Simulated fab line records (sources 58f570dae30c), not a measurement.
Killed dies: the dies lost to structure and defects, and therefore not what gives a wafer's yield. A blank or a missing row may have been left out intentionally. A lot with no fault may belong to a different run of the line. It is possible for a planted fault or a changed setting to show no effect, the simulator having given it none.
Which of the tools did it? || flow berkeleyCmos170 || 13 lots, 39 wafers sampled, at 6 steps of a route of 331

WHAT EACH GAUGE READ, for each wafer
UCB170_PFIELD_OVL_MEAS_06. Usual: for PFIELD_OVL the level is 4 nm and the standard deviation is 5.6.
{"lot": "L315", "measured": "day 4 00:57", "on": "overlay-01", "PFIELD_OVL (nm)": "8 2 -4", "flag": ""}
{"lot": "L316", "measured": "day 4 16:22", "on": "overlay-01", "PFIELD_OVL (nm)": "-4 2 -3", "flag": ""}
{"lot": "L319", "measured": "day 5 02:01", "on": "overlay-01", "PFIELD_OVL (nm)": "5 7 7", "flag": ""}
{"lot": "L320", "measured": "day 6 01:03", "on": "overlay-02", "PFIELD_OVL (nm)": "7 11 13", "flag": ""}
{"lot": "L323", "measured": "day 6 11:27", "on": "overlay-02", "PFIELD_OVL (nm)": "- - -", "flag": "OFF"}
{"lot": "L322", "measured": "day 6 11:43", "on": "overlay-01", "PFIELD_OVL (nm)": "5 6 -6", "flag": ""}
{"lot": "L321", "measured": "day 6 11:54", "on": "overlay-01", "PFIELD_OVL (nm)": "-2 0 -1", "flag": ""}
{"lot": "L330", "measured": "day 7 18:40", "on": "overlay-01", "PFIELD_OVL (nm)": "0 -7 1", "flag": ""}
{"lot": "L329", "measured": "day 8 03:19", "on": "overlay-01", "PFIELD_OVL (nm)": "10 6 6", "flag": ""}
{"lot": "L332", "measured": "day 8 03:40", "on": "overlay-01", "PFIELD_OVL (nm)": "2 3 3", "flag": ""}
{"lot": "L331", "measured": "day 8 03:34", "on": "overlay-02", "PFIELD_OVL (nm)": "-6 -4 -4", "flag": ""}
{"lot": "L333", "measured": "day 8 12:55", "on": "overlay-02", "PFIELD_OVL (nm)": "20 11 9", "flag": ""}
{"lot": "L335", "measured": "day 8 20:23", "on": "overlay-01", "PFIELD_OVL (nm)": "6 6 1", "flag": ""}

UCB170_PFIELD_TW_MEAS_09. Usual: for PFIELD_TW the level is 603 and the standard deviation is 4.8.
{"lot": "L315", "measured": "day 4 01:14", "on": "filmMetro-01", "PFIELD_TW": "608 606 608", "flag": ""}
{"lot": "L316", "measured": "day 4 16:41", "on": "filmMetro-01", "PFIELD_TW": "605 604 606", "flag": ""}
{"lot": "L319", "measured": "day 5 02:18", "on": "filmMetro-01", "PFIELD_TW": "607 609 608", "flag": ""}
{"lot": "L320", "measured": "day 6 01:20", "on": "filmMetro-01", "PFIELD_TW": "604 604 606", "flag": ""}
{"lot": "L323", "measured": "day 6 11:46", "on": "filmMetro-01", "PFIELD_TW": "30 30 30 30 30 30", "flag": "OFF"}
{"lot": "L322", "measured": "day 6 12:02", "on": "filmMetro-02", "PFIELD_TW": "599 596 596", "flag": ""}
{"lot": "L321", "measured": "day 6 12:11", "on": "filmMetro-04", "PFIELD_TW": "599 598 597", "flag": ""}
{"lot": "L330", "measured": "day 7 18:56", "on": "filmMetro-04", "PFIELD_TW": "598 599 599", "flag": ""}
{"lot": "L329", "measured": "day 8 03:45", "on": "filmMetro-04", "PFIELD_TW": "599 596 602", "flag": ""}
{"lot": "L332", "measured": "day 8 04:04", "on": "filmMetro-04", "PFIELD_TW": "602 598 600", "flag": ""}
{"lot": "L331", "measured": "day 8 03:51", "on": "filmMetro-01", "PFIELD_TW": "607 608 610", "flag": ""}
{"lot": "L333", "measured": "day 8 13:14", "on": "filmMetro-01", "PFIELD_TW": "611 611 611", "flag": ""}
{"lot": "L335", "measured": "day 8 20:41", "on": "filmMetro-04", "PFIELD_TW": "600 601 604", "flag": ""}

UCB170_M2_CD_MEAS_15 targets a cd of 700 nm. Usual: cdNm 699.9 nm, standard deviation 1.2.
{"lot": "L315", "measured": "day 8 00:21", "on": "cdSem-02", "cdNm (nm)": "699.6 699.5 698.0", "flag": ""}
{"lot": "L316", "measured": "day 8 08:32", "on": "cdSem-02", "cdNm (nm)": "701.5 701.7 701.5", "flag": ""}
{"lot": "L319", "measured": "day 8 11:23", "on": "cdSem-02", "cdNm (nm)": "698.7 699.1 698.1", "flag": ""}
{"lot": "L320", "measured": "day 9 07:41", "on": "cdSem-01", "cdNm (nm)": "699.4 698.6 696.8", "flag": ""}
{"lot": "L322", "measured": "day 9 17:13", "on": "cdSem-01", "cdNm (nm)": "700.5 701.4 700.4", "flag": ""}
{"lot": "L321", "measured": "day 9 17:23", "on": "cdSem-02", "cdNm (nm)": "698.6 699.2 700.0", "flag": ""}
{"lot": "L330", "measured": "day 11 02:46", "on": "cdSem-01", "cdNm (nm)": "701.7 699.9 699.5", "flag": ""}
{"lot": "L329", "measured": "day 11 15:10", "on": "cdSem-02", "cdNm (nm)": "698.6 700.5 699.5", "flag": ""}
{"lot": "L332", "measured": "day 11 14:54", "on": "cdSem-01", "cdNm (nm)": "700.8 699.3 699.5", "flag": ""}
{"lot": "L331", "measured": "day 11 15:49", "on": "cdSem-02", "cdNm (nm)": "700.2 700.5 700.7", "flag": ""}
{"lot": "L333", "measured": "day 11 19:52", "on": "cdSem-01", "cdNm (nm)": "698.8 699.4 699.6", "flag": ""}
{"lot": "L335", "measured": "day 12 04:53", "on": "cdSem-01", "cdNm (nm)": "698.5 698.5 699.5", "flag": ""}

WHICH TOOL RAN EACH LOT (tool, then ch and the chambers of the sampled wafers, then the start)
{"lot": "L315", "UCB170_ACTIVE_STRIP_16": "plasmaAsher-01 ch 0,1, day 3 23:22", "UCB170_PFIELD_EXPOSE_03": "krfScanner-02 ch 0, day 4 00:34", "UCB170_CONTACT_RTA_08": "rtpAnneal-02 ch 0, day 7 11:25"}
{"lot": "L316", "UCB170_ACTIVE_STRIP_16": "plasmaAsher-04 ch 0,1, day 4 14:59", "UCB170_PFIELD_EXPOSE_03": "krfScanner-02 ch 0, day 4 15:59", "UCB170_CONTACT_RTA_08": "rtpAnneal-01 ch 0, day 7 19:04"}
{"lot": "L319", "UCB170_ACTIVE_STRIP_16": "plasmaAsher-01 ch 0,1, day 5 00:28", "UCB170_PFIELD_EXPOSE_03": "krfScanner-01 ch 0, day 5 01:37", "UCB170_CONTACT_RTA_08": "rtpAnneal-02 ch 0, day 7 20:46"}
{"lot": "L320", "UCB170_ACTIVE_STRIP_16": "plasmaAsher-04 ch 0,1, day 5 22:34", "UCB170_PFIELD_EXPOSE_03": "krfScanner-01 ch 0, day 6 00:40", "UCB170_CONTACT_RTA_08": "rtpAnneal-01 ch 0, day 8 16:53"}
{"lot": "L323", "UCB170_ACTIVE_STRIP_16": "plasmaAsher-04 ch 0,1, day 6 06:36", "UCB170_PFIELD_EXPOSE_03": "krfScanner-02 ch 0, day 6 10:35", "UCB170_CONTACT_RTA_08": "-"}
{"lot": "L322", "UCB170_ACTIVE_STRIP_16": "plasmaAsher-02 ch 0,1, day 6 06:52", "UCB170_PFIELD_EXPOSE_03": "krfScanner-01 ch 0, day 6 10:56", "UCB170_CONTACT_RTA_08": "rtpAnneal-02 ch 0, day 9 00:19"}
{"lot": "L321", "UCB170_ACTIVE_STRIP_16": "plasmaAsher-02 ch 0,1, day 6 07:10", "UCB170_PFIELD_EXPOSE_03": "krfScanner-02 ch 0, day 6 11:14", "UCB170_CONTACT_RTA_08": "rtpAnneal-01 ch 0, day 9 01:41"}
{"lot": "L330", "UCB170_ACTIVE_STRIP_16": "plasmaAsher-01 ch 0,1, day 7 16:31", "UCB170_PFIELD_EXPOSE_03": "krfScanner-02 ch 0, day 7 17:59", "UCB170_CONTACT_RTA_08": "rtpAnneal-02 ch 0, day 10 12:29"}
{"lot": "L329", "UCB170_ACTIVE_STRIP_16": "plasmaAsher-02 ch 0,1, day 8 01:14", "UCB170_PFIELD_EXPOSE_03": "krfScanner-01 ch 0, day 8 02:56", "UCB170_CONTACT_RTA_08": "rtpAnneal-01 ch 0, day 11 03:11"}
{"lot": "L332", "UCB170_ACTIVE_STRIP_16": "plasmaAsher-04 ch 0,1, day 8 01:30", "UCB170_PFIELD_EXPOSE_03": "krfScanner-02 ch 0, day 8 03:19", "UCB170_CONTACT_RTA_08": "rtpAnneal-01 ch 0, day 10 21:44"}
{"lot": "L331", "UCB170_ACTIVE_STRIP_16": "plasmaAsher-01 ch 0,1, day 8 01:44", "UCB170_PFIELD_EXPOSE_03": "krfScanner-02 ch 0, day 8 03:11", "UCB170_CONTACT_RTA_08": "rtpAnneal-01 ch 0, day 11 02:20"}
{"lot": "L333", "UCB170_ACTIVE_STRIP_16": "plasmaAsher-04 ch 0,1, day 8 10:46", "UCB170_PFIELD_EXPOSE_03": "krfScanner-02 ch 0, day 8 12:20", "UCB170_CONTACT_RTA_08": "rtpAnneal-01 ch 0, day 11 05:58"}
{"lot": "L335", "UCB170_ACTIVE_STRIP_16": "plasmaAsher-04 ch 0,1, day 8 18:23", "UCB170_PFIELD_EXPOSE_03": "krfScanner-02 ch 0, day 8 19:53", "UCB170_CONTACT_RTA_08": "rtpAnneal-02 ch 0, day 11 11:05"}
- UCB170_ACTIVE_STRIP_16: strips in O2.
- UCB170_PFIELD_EXPOSE_03: exposes mask PFIELD, target cd 1500 nm.
- UCB170_CONTACT_RTA_08: time 10 s.

AS READ BY THE TOOLS THEMSELVES (means over the sampled wafers that have a number; for cases with no such wafer, the mark the record gives instead)
UCB170_ACTIVE_STRIP_16. Usual: chamberPressureMTorr 3500 mTorr, standard deviation 3.2; drypumpMotorCurrentA 5.9 A, standard deviation 0.61; oesProductAu 0.720 a.u., standard deviation 0.0046; stripTimeToEndpointS 17.70 s, standard deviation 0.065.
{"lot": "L315", "tool": "plasmaAsher-01", "chamberPressureMTorr (mTorr)": 3496, "drypumpMotorCurrentA (A)": 5.9, "oesProductAu (a.u.)": 0.717, "stripTimeToEndpointS (s)": 17.76, "flag": ""}
{"lot": "L316", "tool": "plasmaAsher-04", "chamberPressureMTorr (mTorr)": 3500, "drypumpMotorCurrentA (A)": 6.3, "oesProductAu (a.u.)": 0.716, "stripTimeToEndpointS (s)": 17.83, "flag": ""}
{"lot": "L319", "tool": "plasmaAsher-01", "chamberPressureMTorr (mTorr)": 3501, "drypumpMotorCurrentA (A)": 6.0, "oesProductAu (a.u.)": 0.722, "stripTimeToEndpointS (s)": 17.70, "flag": ""}
{"lot": "L320", "tool": "plasmaAsher-04", "chamberPressureMTorr (mTorr)": 3499, "drypumpMotorCurrentA (A)": 6.3, "oesProductAu (a.u.)": 0.721, "stripTimeToEndpointS (s)": 17.69, "flag": ""}
{"lot": "L323", "tool": "plasmaAsher-04", "chamberPressureMTorr (mTorr)": 3498, "drypumpMotorCurrentA (A)": 6.2, "oesProductAu (a.u.)": 0.723, "stripTimeToEndpointS (s)": 17.76, "flag": ""}
{"lot": "L322", "tool": "plasmaAsher-02", "chamberPressureMTorr (mTorr)": 3504, "drypumpMotorCurrentA (A)": 4.9, "oesProductAu (a.u.)": 0.718, "stripTimeToEndpointS (s)": 17.64, "flag": ""}
{"lot": "L321", "tool": "plasmaAsher-02", "chamberPressureMTorr (mTorr)": 3502, "drypumpMotorCurrentA (A)": 5.0, "oesProductAu (a.u.)": 0.720, "stripTimeToEndpointS (s)": 17.76, "flag": ""}
{"lot": "L330", "tool": "plasmaAsher-01", "chamberPressureMTorr (mTorr)": 3499, "drypumpMotorCurrentA (A)": 6.2, "oesProductAu (a.u.)": 0.719, "stripTimeToEndpointS (s)": 17.74, "flag": ""}
{"lot": "L329", "tool": "plasmaAsher-02", "chamberPressureMTorr (mTorr)": 3501, "drypumpMotorCurrentA (A)": 5.0, "oesProductAu (a.u.)": 0.724, "stripTimeToEndpointS (s)": 17.74, "flag": ""}
{"lot": "L332", "tool": "plasmaAsher-04", "chamberPressureMTorr (mTorr)": 3501, "drypumpMotorCurrentA (A)": 6.3, "oesProductAu (a.u.)": 0.720, "stripTimeToEndpointS (s)": 17.64, "flag": ""}
{"lot": "L331", "tool": "plasmaAsher-01", "chamberPressureMTorr (mTorr)": 3496, "drypumpMotorCurrentA (A)": 6.0, "oesProductAu (a.u.)": 0.722, "stripTimeToEndpointS (s)": 17.72, "flag": ""}
{"lot": "L333", "tool": "plasmaAsher-04", "chamberPressureMTorr (mTorr)": 3502, "drypumpMotorCurrentA (A)": 6.3, "oesProductAu (a.u.)": 0.719, "stripTimeToEndpointS (s)": 17.59, "flag": ""}
{"lot": "L335", "tool": "plasmaAsher-04", "chamberPressureMTorr (mTorr)": 3499, "drypumpMotorCurrentA (A)": 6.2, "oesProductAu (a.u.)": 0.720, "stripTimeToEndpointS (s)": 17.64, "flag": ""}

UCB170_CONTACT_RTA_08. Usual: lampPowerPct 22.8 %, standard deviation 1; wafer_temp_C_max 903.3, standard deviation 0.71.
{"lot": "L315", "tool": "rtpAnneal-02", "lampPowerPct (%)": 24.0, "wafer_temp_C_max": 902.8, "flag": ""}
{"lot": "L316", "tool": "rtpAnneal-01", "lampPowerPct (%)": 22.0, "wafer_temp_C_max": 904.2, "flag": ""}
{"lot": "L319", "tool": "rtpAnneal-02", "lampPowerPct (%)": 24.0, "wafer_temp_C_max": 903.5, "flag": ""}
{"lot": "L320", "tool": "rtpAnneal-01", "lampPowerPct (%)": 22.0, "wafer_temp_C_max": 904.3, "flag": ""}
{"lot": "L322", "tool": "rtpAnneal-02", "lampPowerPct (%)": 24.0, "wafer_temp_C_max": 903.5, "flag": ""}
{"lot": "L321", "tool": "rtpAnneal-01", "lampPowerPct (%)": 22.0, "wafer_temp_C_max": 903.0, "flag": ""}
{"lot": "L330", "tool": "rtpAnneal-02", "lampPowerPct (%)": 24.0, "wafer_temp_C_max": 902.8, "flag": ""}
{"lot": "L329", "tool": "rtpAnneal-01", "lampPowerPct (%)": 22.0, "wafer_temp_C_max": 903.5, "flag": ""}
{"lot": "L332", "tool": "rtpAnneal-01", "lampPowerPct (%)": 22.0, "wafer_temp_C_max": 903.0, "flag": ""}
{"lot": "L331", "tool": "rtpAnneal-01", "lampPowerPct (%)": 22.0, "wafer_temp_C_max": 903.5, "flag": ""}
{"lot": "L333", "tool": "rtpAnneal-01", "lampPowerPct (%)": 22.0, "wafer_temp_C_max": 902.9, "flag": ""}
{"lot": "L335", "tool": "rtpAnneal-02", "lampPowerPct (%)": 24.0, "wafer_temp_C_max": 902.7, "flag": ""}

THE ANSWER, worked out from the rows above alone
Rule: take the mean of a lot's wafers that have a number; if it is more than 3 standard deviations from the usual mean, the lot is off. Also off: a lot with no number at a reading for which 4 or more lots have one. The other lots that the step has rows for count as sound. First the gauges in route order, then the tools' own readings, where a lot's mean is used as printed above. At the first step where some lot is off, the reading lying furthest off is the one used; lots without a number count as furthest.
Off: L323, seen at UCB170_PFIELD_OVL_MEAS_06 (PFIELD_OVL). Without a number there: L323.
A tool fits if, at a process step before that reading, it ran every lot that is off, and no sound lot after the first of them. Not tried: the gauges at UCB170_PFIELD_OVL_MEAS_06; whatever is off there is also off at UCB170_PFIELD_TW_MEAS_09, on other tools, and gauge error can't account for it. Of those tried, none fits.

WHAT THE SIMULATOR HAD PUT IN
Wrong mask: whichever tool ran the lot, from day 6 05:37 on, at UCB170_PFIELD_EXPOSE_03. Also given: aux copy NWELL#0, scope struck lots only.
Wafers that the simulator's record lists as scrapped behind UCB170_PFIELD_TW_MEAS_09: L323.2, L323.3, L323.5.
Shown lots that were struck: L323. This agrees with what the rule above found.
